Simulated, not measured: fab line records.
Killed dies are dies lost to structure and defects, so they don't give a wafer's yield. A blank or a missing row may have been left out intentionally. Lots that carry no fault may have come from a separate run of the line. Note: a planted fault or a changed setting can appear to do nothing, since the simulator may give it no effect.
Lot-split experiment ; flow berkeleyCmos170 ; 27 wafers read across 5 lots, on a route 331 steps long

== THE SPLIT ITSELF ==
At UCB170_SPACER_CVD_00 (deposits SiO2 from TEOS/O2, target thk 376 nm, time 47 s), the setting timeS was moved away from the recipe's 47 s on 9 of the 27 wafers read, by -55.2% to +45.4%. All remaining wafers had this setting at the recipe value.

== FROM THE SPLIT TO THE READING: what the file shows between them, 2 steps ==
- UCB170_SPACER_THK_MEAS_01
- UCB170_SPACER_ANNEAL_02: time 1800 s

== THE READING ==
oesProductAu, in a.u., at UCB170_SPACER_ETCHBACK_03 (etches SiO2 in CHF3/CF4/Ar, stops on Si, target depth 376 nm, time 100 s). A value of 0.906 a.u. with a standard deviation of 0.022 a.u. is what fault-free wafers of this fab line usually give.

wafer;tool, chamber at the split;timeS as run, s;against the recipe;oesProductAu, a.u.;against lot-mates on the recipe
L074.1;pecvd-02, 2;47;recipe;0.908;-
L074.2;pecvd-02, 1;21.05;-55.2%;0.575;-0.339
L074.3;pecvd-02, 0;47;recipe;0.919;-
L074.4;pecvd-02, 1;21.05;-55.2%;0.533;-0.381
L074.5;pecvd-02, 0;21.05;-55.2%;0.546;-0.368
L074.6;pecvd-02, 2;47;recipe;0.914;-
L075.1;pecvd-03, 1;47;recipe;0.856;-
L075.2;pecvd-03, 0;47;recipe;0.891;-
L075.3;pecvd-03, 2;47;recipe;0.904;-
L075.4;pecvd-03, 0;47;recipe;0.886;-
L075.5;pecvd-03, 1;47;recipe;0.910;-
L075.6;pecvd-03, 2;47;recipe;0.877;-
L077.1;pecvd-02, 1;47;recipe;0.912;-
L077.2;pecvd-02, 2;47;recipe;0.933;-
L077.5;pecvd-02, 1;47;recipe;0.939;-
L076.1;pecvd-02, 0;68.33;+45.4%;0.976;+0.074
L076.2;pecvd-02, 2;47;recipe;0.898;-
L076.3;pecvd-02, 0;47;recipe;0.882;-
L076.4;pecvd-02, 2;68.33;+45.4%;0.996;+0.094
L076.5;pecvd-02, 2;47;recipe;0.926;-
L076.6;pecvd-02, 0;68.33;+45.4%;0.987;+0.085
L081.1;pecvd-03, 1;47;recipe;0.874;-
L081.2;pecvd-03, 2;63.63;+35.4%;0.985;+0.083
L081.3;pecvd-03, 0;63.63;+35.4%;0.951;+0.049
L081.4;pecvd-03, 0;63.63;+35.4%;0.947;+0.045
L081.5;pecvd-03, 2;47;recipe;0.913;-
L081.6;pecvd-03, 1;47;recipe;0.918;-

FIT RESULTS
A straight line over all 27 wafers: oesProductAu changes by +0.00411 a.u. for each +1% of timeS; r = +0.90; the points scatter about the line by 0.056 a.u.
The same after taking each lot's own level away (the mean of its wafers on the recipe; 27 wafers): +0.00422 a.u. for each +1%; r = +0.90; scatter 0.057 a.u.
On that fit, the largest move of timeS shifts the reading by 0.23 a.u.
From 0.8873 to 0.9280 a.u.: that is the span of the lots' own levels, equal to 1.8 times the standard deviation above.
The two slopes agree, so the slope changes little with the lot-to-lot level.
Check: with one of the wafers moved furthest among these (-55.2%) left out of the fit, the line predicts -0.25 a.u. for it against its lot-mates. Against them it came out at -0.339 a.u.

== OTHER SPLITS ON THESE WAFERS ==
Before the reading, these wafers also passed through other splits. Each is held against what the fit with the lots' levels taken away leaves over:
other split on the same wafers;wafers away from the commonest value;r with oesProductAu (lot level and that fit taken away)
UCB170_SCREENOX_OXIDATION_01 oxTimeS;12;-0.33
UCB170_GATE_OXIDATION_01 oxTimeS;18;+0.29

== THE WHOLE CHAIN: every reading that the file lists as answering this split, in the file's order ==
step;what it does;reading;change (the file's fit);r (the file's)
UCB170_SPACER_CVD_00;deposits SiO2 from TEOS/O2, target thk 376 nm, time 47 s;SiO2_of_SPACER_CVD_00.thkNm (the simulator's own value, which no gauge read);+3.7 nm for each +1% of the setting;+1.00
UCB170_SPACER_THK_MEAS_01;;SPACER_TEOS_THK;+3.7 for each +1% of the setting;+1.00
UCB170_SPACER_ETCHBACK_03;etches SiO2 in CHF3/CF4/Ar, stops on Si, target depth 376 nm, time 100 s;oesProductAu;+0.00408 a.u. for each +1% of the setting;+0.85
UCB170_SPACER_ETCHBACK_03;etches SiO2 in CHF3/CF4/Ar, stops on Si, target depth 376 nm, time 100 s;etch.depthNm (the simulator's own value, which no gauge read);+2.32 nm for each +1% of the setting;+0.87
UCB170_M3_PROBE_99;;etest.pmos_0p6.rOnOhmUm (the simulator's own value, which no gauge read);+44 for each +1% of the setting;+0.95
UCB170_M3_PROBE_99;;etest.ppolyLine.lineOhmUm (the simulator's own value, which no gauge read);not straight: 15.03 at the lowest setting, 15.57 at the recipe, 1.378e+04 at the highest;not given
UCB170_M3_PROBE_99;;etest.pmos_0p35.rOnOhmUm (the simulator's own value, which no gauge read);+32 for each +1% of the setting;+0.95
UCB170_M3_PROBE_99;;etest.ppolySal.rsOhmSq (the simulator's own value, which no gauge read);not straight: 4.063 at the lowest setting, 4.213 at the recipe, 4838 at the highest;not given

== FILE'S OWN FIT ==
oesProductAu changes by +0.00408 a.u. for each +1% of timeS, r = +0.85.
